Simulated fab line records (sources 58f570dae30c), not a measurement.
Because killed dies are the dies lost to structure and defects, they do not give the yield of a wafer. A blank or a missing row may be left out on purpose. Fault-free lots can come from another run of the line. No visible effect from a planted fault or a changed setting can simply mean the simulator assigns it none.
One fault seen from 2 desks	flow berkeley cmos170	every desk sees just its own numbers, and what lay behind them comes last

AT THE METROLOGY DESK
What the gauges read, lot by lot, whatever tool the lot ran on: means of the sampled wafers that have a number. If a lot's mean is further than 4 standard deviations from the usual mean, the lot is out of limits and carries the mark OUT (the distance appears in the brackets).
Columns: A = cd nm at UCB170_ACTIVE_CD_MEAS_90, usual 1200.4 nm; B = GATE_OXIDE_THK at UCB170_GATE_THK_MEAS_02, usual 6.54 nm
lot	first seen here	A	B
L970	day 3 16:59	1198.3	6.62
L971	day 4 03:30	1199.1	6.66
L974	day 4 23:29	1199.2	6.58
L976	day 5 05:52	1201.6	6.69
L977	day 5 06:03	1201.8	6.49
L978	day 5 12:35	1202.6	6.74
L979	day 6 04:19	1198.3	6.71
L981	day 6 04:19	1201.3	6.53
L983	day 6 14:16	1200.4	6.44
L982	day 6 14:20	1200.9	6.54
L987	day 7 07:52	1201.7	6.48
L989	day 7 22:42	1199.9	6.44
L990	day 8 08:50	1201.2	6.35
L991	day 8 09:13	1200.9	6.41
This desk's finding: nothing out of limits on any of the 14 lots.

TOOL OWNER'S DESK, rie si-02
The tool's own readings at UCB170_GATE_ETCH_15 (etches poly-Si in HBr/Cl2, stops on SiO2, time 56.3 s, target depth 278.2 nm): means of the sampled wafers that have a number, for each lot that ran on this tool. If a lot's mean is further than 4 standard deviations from the usual mean, the lot is out of limits and carries the mark OUT (the distance appears in the brackets).
Columns: A = bias w at UCB170_GATE_ETCH_15, usual 150.0 W; B = drypump motor current A at UCB170_GATE_ETCH_15, usual 6.0 A; C = oes product au at UCB170_GATE_ETCH_15, usual 0.835 a.u.; D = throttle valve pct at UCB170_GATE_ETCH_15, usual 26.44 %
lot	first seen here	A	B	C	D
L970	day 5 12:40	149.9	6.5	0.837	26.49
L971	day 5 18:41	150.1	5.8	0.850	26.40
L974	day 6 17:39	149.7	6.0	0.825	26.54
L977	day 6 22:55	149.7	6.2	0.827	26.46
L981	day 7 23:09	149.9	5.9	0.847	26.42
L983	day 8 13:46	150.3	6.4	0.835	26.38
L991	day 10 02:56	232.3 (+99 or more) OUT	5.9	0.841	26.42
L990	day 10 03:22	233.0 (+99 or more) OUT	6.0	0.829	26.54
This desk's verdict: out of limits on L990, L991, starting with L991 at day 10 02:56 (bias w at UCB170_GATE_ETCH_15). Within limits: L970, L971, L974, L977, L981, L983.

BROUGHT TOGETHER
The tool owner's desk had the chance to raise an alarm at day 10 02:56 on L990, L991.
From the metrology desk's view, nothing was out of limits.
The metrology desk has L990, L991 on record, within its limits.
The lots listed all ran UCB170_GATE_ETCH_15 on rie si-02.

WHAT HAD BEEN PUT IN BY THE SIMULATOR
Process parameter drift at UCB170_GATE_ETCH_15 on rie si-02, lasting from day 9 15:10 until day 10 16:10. From 150, the setting bias w moved by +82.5.
Struck lots among those shown: L990, L991.
Delay in hours, fault start to first out-of-limits reading, by desk: the tool owner's desk at 12.
